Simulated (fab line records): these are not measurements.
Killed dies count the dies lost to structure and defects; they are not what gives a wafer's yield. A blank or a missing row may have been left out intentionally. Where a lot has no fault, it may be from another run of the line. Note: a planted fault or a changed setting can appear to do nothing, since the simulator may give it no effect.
fab line records	flow ritCmos
record: lots: 13	wafers: 39	lastDay: 7
route steps=202 shown NWELL@31 PWELL@45 GATE@83 NSD@140
lots with no fault: from the same line, run without faults
startH: start of the lot's first displayed wafer, in hours after the record's first day	waitH: hours from the lot's prior step to this one	" as in the row above	L1.1+2: a row that stands for several wafers	- no value, or no start was given	* or withheld: withheld	< > ~ a bound
route shown NAME@n: names a module that has steps shown in the file, with the first one's number in the route	usual: the fault-free wafers' mean and standard deviation	same: alike in all rows	chamber/n: place in a boat	sites: the reading at each site	_std_site: the values' standard deviation	_edge_site: mean of outer sites minus mean of inner sites	radiusMm: for every site, how far away it sits from the centre of the wafer	mask NAME#n: copy n	behind: tool/chamber where the wafer was last shaped	hold: why the lot was held/for how many hours/how that ended	device: the transistor (n, p or np) that didn't switch	end of line: the same wafers' tests at the end of the route	a step given without rows: its recipe and nothing more	killed: dies lost to structure and defects at the first sort, not the wafer's yield	map: shows each die of a wafer: x if killed, . if not, _ if none is there
set.NAME: the setting the step ran with; set.NAME@STEP: the setting that earlier step ran with	model.NAME: the simulator's own value behind a step, which no gauge read
the route's steps for a sample of lots (tables are steps, rows are wafers)
services: when a tool's chamber went out of use (startH, in hours from the record's first day, below 0 if earlier), for how many hours, and the reason
== steps ==
step: RIT_NWELL_EXPOSE_03
recipe: maskId: M2	na: 0.57	targetCdNm: 43900	doseMj: 250
lot.wafer	tool	chamber	startH	waitH	mask
L893.1+3+6	ilineStepper-01	0	26.80	0.2	M2#0
L892.1+4+5	ilineStepper-02	0	27.05	0.3	M2#0
L895.2+5+6	ilineStepper-02	0	41.85	0.2	M3#0
L896.1+2+3	ilineStepper-01	0	43.07	0.2	M2#0
L897.1+3+4	ilineStepper-02	0	46.35	0.2	M2#0
L904.1+2+6	ilineStepper-02	0	82.01	0.1	M2#0
L905.2+5+6	ilineStepper-02	0	91.42	0.1	M2#0
L906.1+5+6	ilineStepper-01	0	95.58	0.2	M2#0
L908.1+3+5	ilineStepper-02	0	105.07	0.2	M2#0
L909.3+4+5	ilineStepper-02	0	114.21	0.1	M2#0
L910.2+5+6	ilineStepper-01	0	114.43	0.3	M2#0
L911.1+3+5	ilineStepper-01	0	118.07	0.1	M2#0
L915.4+5+6	ilineStepper-02	0	134.95	0.2	M2#0
step: RIT_NWELL_OVL_MEAS_06
usual: NWELL_OVL: 0.3/1.4
lot.wafer	tool	chamber	startH	waitH	NWELL_OVL[nm]
L893.1	overlay-01	-	27.23	-	-1.2
L893.3	"	-	"	"	-1.6
L893.6	"	-	"	"	-1.6
L892.1	overlay-01	-	27.55	-	0.4
L892.4	"	-	"	"	0.8
L892.5	"	-	"	"	-0.5
L895.2	overlay-01	-	42.26	-	-
L895.5	"	-	"	"	-
L895.6	"	-	"	"	-
L896.1	overlay-02	-	43.50	-	-1.0
L896.2	"	-	"	"	-1.8
L896.3	"	-	"	"	-1.7
L897.1	overlay-02	-	46.78	-	0.6
L897.3	"	-	"	"	0.8
L897.4	"	-	"	"	-0.2
L904.1	overlay-02	-	82.44	-	-0.1
L904.2	"	-	"	"	-1.4
L904.6	"	-	"	"	0.8
L905.2	overlay-02	-	92.10	-	-0.6
L905.5	"	-	"	"	-1.4
L905.6	"	-	"	"	-0.3
L906.1	overlay-02	-	96.01	-	-1.2
L906.5	"	-	"	"	-0.9
L906.6	"	-	"	"	-1.5
L908.1	overlay-01	-	105.50	-	1.3
L908.3	"	-	"	"	2.1
L908.5	"	-	"	"	2.3
L909.3	overlay-01	-	114.61	-	2.2
L909.4	"	-	"	"	0.6
L909.5	"	-	"	"	2.8
L910.2	overlay-01	-	114.85	-	1.4
L910.5	"	-	"	"	2.4
L910.6	"	-	"	"	1.1
L911.1	overlay-02	-	118.50	-	-0.9
L911.3	"	-	"	"	-0.3
L911.5	"	-	"	"	0.4
L915.4	overlay-02	-	135.60	-	-1.6
L915.5	"	-	"	"	0.2
L915.6	"	-	"	"	-0.3
step: RIT_NWELL_TW_MEAS_10
usual: NWELL_TW: 2113/22
lot.wafer	tool	chamber	startH	waitH	NWELL_TW
L893.1	filmMetro-04	-	27.85	0.1	2118
L893.3	"	-	"	"	2121
L893.6	"	-	"	"	2117
L892.1	filmMetro-01	-	28.57	0.1	2145
L892.4	"	-	"	"	2138
L892.5	"	-	"	"	2143
L895.2	filmMetro-04	-	42.88	0.1	30
L895.5	"	-	"	"	30
L895.6	"	-	"	"	30
L896.1	filmMetro-01	-	44.13	0.1	2127
L896.2	"	-	"	"	2131
L896.3	"	-	"	"	2138
L897.1	filmMetro-03	-	47.39	0.1	2084
L897.3	"	-	"	"	2079
L897.4	"	-	"	"	2088
L904.1	filmMetro-03	-	83.05	0.1	2080
L904.2	"	-	"	"	2086
L904.6	"	-	"	"	2088
L905.2	filmMetro-01	-	92.72	0.1	2129
L905.5	"	-	"	"	2120
L905.6	"	-	"	"	2111
L906.1	filmMetro-03	-	96.62	0.1	2100
L906.5	"	-	"	"	2090
L906.6	"	-	"	"	2108
L908.1	filmMetro-03	-	106.11	0.1	2098
L908.3	"	-	"	"	2091
L908.5	"	-	"	"	2095
L909.3	filmMetro-03	-	115.24	0.1	2113
L909.4	"	-	"	"	2092
L909.5	"	-	"	"	2112
L910.2	filmMetro-04	-	115.46	0.1	2126
L910.5	"	-	"	"	2125
L910.6	"	-	"	"	2125
L911.1	filmMetro-01	-	119.11	0.1	2115
L911.3	"	-	"	"	2136
L911.5	"	-	"	"	2121
L915.4	filmMetro-03	-	136.23	0.1	2096
L915.5	"	-	"	"	2088
L915.6	"	-	"	"	2092
step: RIT_PWELL_OVL_MEAS_06
usual: PWELL_OVL: -1.3/1.4
lot.wafer	tool	chamber	startH	waitH	PWELL_OVL[nm]
L893.1	overlay-01	-	29.13	-	-1.8
L893.3	"	-	"	"	-1.8
L893.6	"	-	"	"	-0.8
L892.1	overlay-02	-	29.64	-	-0.9
L892.4	"	-	"	"	-2.6
L892.5	"	-	"	"	1.0
L895.2	overlay-01	-	43.82	-	-1.0
L895.5	"	-	"	"	0.1
L895.6	"	-	"	"	-0.7
L896.1	overlay-02	-	45.20	-	-2.0
L896.2	"	-	"	"	-1.7
L896.3	"	-	"	"	-2.4
L897.1	overlay-01	-	48.33	-	-1.2
L897.3	"	-	"	"	-0.5
L897.4	"	-	"	"	0.0
L904.1	overlay-02	-	83.99	-	-3.4
L904.2	"	-	"	"	-3.0
L904.6	"	-	"	"	-3.4
L905.2	overlay-02	-	94.21	-	-1.7
L905.5	"	-	"	"	-1.8
L905.6	"	-	"	"	-1.2
L906.1	overlay-01	-	97.91	-	0.4
L906.5	"	-	"	"	-0.3
L906.6	"	-	"	"	-2.3
L908.1	overlay-02	-	107.18	-	-0.9
L908.3	"	-	"	"	-0.6
L908.5	"	-	"	"	-2.3
L909.3	overlay-01	-	116.18	-	-1.5
L909.4	"	-	"	"	-1.7
L909.5	"	-	"	"	-0.1
L910.2	overlay-01	-	116.45	-	-2.4
L910.5	"	-	"	"	-2.6
L910.6	"	-	"	"	-2.9
L911.1	overlay-02	-	120.05	-	0.1
L911.3	"	-	"	"	-3.0
L911.5	"	-	"	"	-2.2
L915.4	overlay-01	-	137.28	-	-1.0
L915.5	"	-	"	"	0.0
L915.6	"	-	"	"	0.5
step: RIT_PWELL_TW_MEAS_10
usual: PWELL_TW: 945/9.8
lot.wafer	tool	chamber	startH	waitH	PWELL_TW
L893.1	filmMetro-03	-	29.74	0.1	926
L893.3	"	-	"	"	927
L893.6	"	-	"	"	933
L892.1	filmMetro-03	-	30.25	0.1	929
L892.4	"	-	"	"	929
L892.5	"	-	"	"	929
L895.2	filmMetro-04	-	44.44	0.1	2192
L895.5	"	-	"	"	2194
L895.6	"	-	"	"	2188
L896.1	filmMetro-01	-	45.81	0.1	951
L896.2	"	-	"	"	956
L896.3	"	-	"	"	957
L897.1	filmMetro-03	-	48.94	0.1	939
L897.3	"	-	"	"	939
L897.4	"	-	"	"	939
L904.1	filmMetro-04	-	84.60	0.1	960
L904.2	"	-	"	"	961
L904.6	"	-	"	"	955
L905.2	filmMetro-03	-	94.82	0.1	935
L905.5	"	-	"	"	933
L905.6	"	-	"	"	940
L906.1	filmMetro-03	-	98.52	0.1	938
L906.5	"	-	"	"	940
L906.6	"	-	"	"	939
L908.1	filmMetro-01	-	107.98	0.1	949
L908.3	"	-	"	"	950
L908.5	"	-	"	"	944
L909.3	filmMetro-04	-	116.80	0.1	954
L909.4	"	-	"	"	949
L909.5	"	-	"	"	954
L910.2	filmMetro-03	-	117.06	0.1	939
L910.5	"	-	"	"	942
L910.6	"	-	"	"	937
L911.1	filmMetro-01	-	120.66	0.1	954
L911.3	"	-	"	"	952
L911.5	"	-	"	"	953
L915.4	filmMetro-01	-	137.90	0.1	948
L915.5	"	-	"	"	954
L915.6	"	-	"	"	956
step: RIT_GATE_THK_MEAS_07
recipe: reads: SiO2_of_GATE_OXIDATION_05
usual: GATE_OXIDE_THK: 2.90/0.066
lot.wafer	tool	chamber	startH	waitH	GATE_OXIDE_THK[nm]
L893.1	filmMetro-04	-	41.56	0.0	2.96
L893.3	"	-	"	"	2.90
L893.6	"	-	"	"	2.94
L892.1	filmMetro-02	-	41.81	0.0	2.85
L892.4	"	-	"	"	2.88
L892.5	"	-	"	"	2.84
L895.2	filmMetro-04	-	58.75	0.0	2.88
L895.5	"	-	"	"	2.88
L895.6	"	-	"	"	2.84
L896.1	filmMetro-04	-	59.51	0.0	2.89
L896.2	"	-	"	"	2.87
L896.3	"	-	"	"	2.87
L897.1	filmMetro-04	-	62.77	0.0	2.97
L897.3	"	-	"	"	2.86
L897.4	"	-	"	"	2.94
L904.1	filmMetro-03	-	103.74	0.0	2.78
L904.2	"	-	"	"	2.84
L904.6	"	-	"	"	2.76
L905.2	filmMetro-03	-	107.61	0.0	2.91
L905.5	"	-	"	"	2.88
L905.6	"	-	"	"	2.91
L906.1	filmMetro-02	-	118.98	0.0	2.95
L906.5	"	-	"	"	3.08
L906.6	"	-	"	"	2.98
L908.1	filmMetro-02	-	119.49	0.0	2.99
L908.3	"	-	"	"	2.93
L908.5	"	-	"	"	2.90
L909.3	filmMetro-03	-	128.40	0.0	2.96
L909.4	"	-	"	"	2.90
L909.5	"	-	"	"	2.97
L910.2	filmMetro-04	-	130.75	0.0	2.89
L910.5	"	-	"	"	2.90
L910.6	"	-	"	"	2.87
L911.1	filmMetro-04	-	133.38	0.0	2.82
L911.3	"	-	"	"	2.84
L911.5	"	-	"	"	2.87
L915.4	filmMetro-04	-	150.34	0.0	2.79
L915.5	"	-	"	"	2.82
L915.6	"	-	"	"	2.80
step: RIT_NSD_STRIP_09
recipe: chemistry: O2	timeS: 180	resist: NOVOLAK	platenTempC: withheld	powerW: 500	pressureMtorr: 4000	o2FlowSccm: 4000
usual: drypumpMotorCurrentA: 5.8/0.38
lot.wafer	tool	chamber	startH	waitH	drypumpMotorCurrentA	rfHoursCounterH
L892.1	plasmaAsher-03	0	58.24	0.1	5.9	43
L892.4	"	0	"	"	5.9	-
L892.5	"	1	"	"	5.7	-
L893.1	plasmaAsher-03	0	59.92	0.1	5.8	43
L893.3	"	0	"	"	5.9	-
L893.6	"	1	"	"	5.7	-
L895.2	plasmaAsher-02	0	72.32	0.1	6.0	43
L895.5	"	0	"	"	6.1	-
L895.6	"	1	"	"	5.4	-
L896.1	plasmaAsher-03	1	75.78	0.1	5.6	44
L896.2	"	0	"	"	5.8	44
L896.3	"	1	"	"	5.7	-
L897.1	plasmaAsher-01	0	76.30	0.1	5.4	44
L897.3	"	1	"	"	6.5	-
L897.4	"	0	"	"	5.4	-
L904.1	plasmaAsher-03	1	118.31	0.1	5.7	49
L904.2	"	0	"	"	5.9	49
L904.6	"	1	"	"	5.7	-
L905.2	plasmaAsher-03	1	122.14	0.1	5.7	49
L905.5	"	0	"	"	5.9	-
L905.6	"	1	"	"	5.7	-
L906.1	plasmaAsher-01	0	133.71	0.1	5.5	1
L906.5	"	0	"	"	5.5	-
L906.6	"	1	"	"	6.5	-
L908.1	plasmaAsher-02	0	137.12	0.1	6.0	45
L908.3	"	0	"	"	6.0	-
L908.5	"	0	"	"	6.0	-
L909.3	plasmaAsher-03	1	142.69	0.1	5.6	-
L909.4	"	0	"	"	5.8	-
L909.5	"	0	"	"	5.8	-
L910.2	plasmaAsher-02	0	145.77	0.1	6.0	46
L910.5	"	1	"	"	5.4	-
L910.6	"	0	"	"	6.0	-
L911.1	plasmaAsher-01	0	148.47	0.1	5.4	3
L911.3	"	1	"	"	6.5	-
L911.5	"	1	"	"	6.5	-
L915.4	plasmaAsher-02	1	165.93	0.1	5.4	-
L915.5	"	1	"	"	5.4	-
L915.6	"	0	"	"	6.0	-
== services ==
tool	chamber	startH	hours	kind
ilineStepper-02	-	5.16	0.8	pm
ilineStepper-01	-	14.34	11.3	repair
plasmaAsher-01	-	15.29	2.2	repair
ilineStepper-02	0	17.34	-	calibration
ilineStepper-01	-	56.46	3.6	repair
plasmaAsher-02	-	72.88	49.5	pm
plasmaAsher-03	-	91.42	15.0	pm
ilineStepper-02	-	92.58	1.7	pm
plasmaAsher-01	-	106.39	14.1	pm
plasmaAsher-01	-	120.52	9.0	pm
plasmaAsher-01	0	120.52	9.0	ventCycle
plasmaAsher-01	1	120.52	9.0	ventCycle
plasmaAsher-02	-	122.41	2.8	pm
plasmaAsher-01	0	129.52	-	clean
plasmaAsher-01	1	129.52	-	clean
ilineStepper-01	0	148.98	-	calibration
== key ==
firstSign: step: RIT_NWELL_EXPOSE_03	reading: mask	direction: changed
effect: step: RIT_NWELL_OVL_MEAS_06	reading: NWELL_OVL	direction: missing
effect: step: RIT_NWELL_TW_MEAS_10	reading: NWELL_TW	direction: down	sigmas: 95	usual: 2113	struck: 30
effect: step: RIT_PWELL_TW_MEAS_10	reading: PWELL_TW	direction: up	sigmas: 99+	usual: 945	struck: 2191
metAt RIT_NWELL_EXPOSE_03
struckLots L895
sortLeftOut L895.2,L895.5,L895.6
testerLeftOut L895
notActingAt RIT_PWELL_OVL_MEAS_06,RIT_GATE_THK_MEAS_07,RIT_NSD_STRIP_09
onsetBetween 27.05 41.85
fault: kind: wrongMask	tool: any	chamber: -	onsetH: 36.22	steps: RIT_NWELL_EXPOSE_03	auxCopy: M3#0	scope: struckLotsOnly
testerLeftOut: of these lots the tester's yield and bins aren't shown, on N5 and GAA mostly nor the transistor test; their killed dies are dies lost to structure and defects alone, not to doping, threshold or leakage, so they don't give the yield
sortLeftOut: the simulated sort isn't trusted on such a fault, so these wafers' sort isn't shown, and their yield isn't known
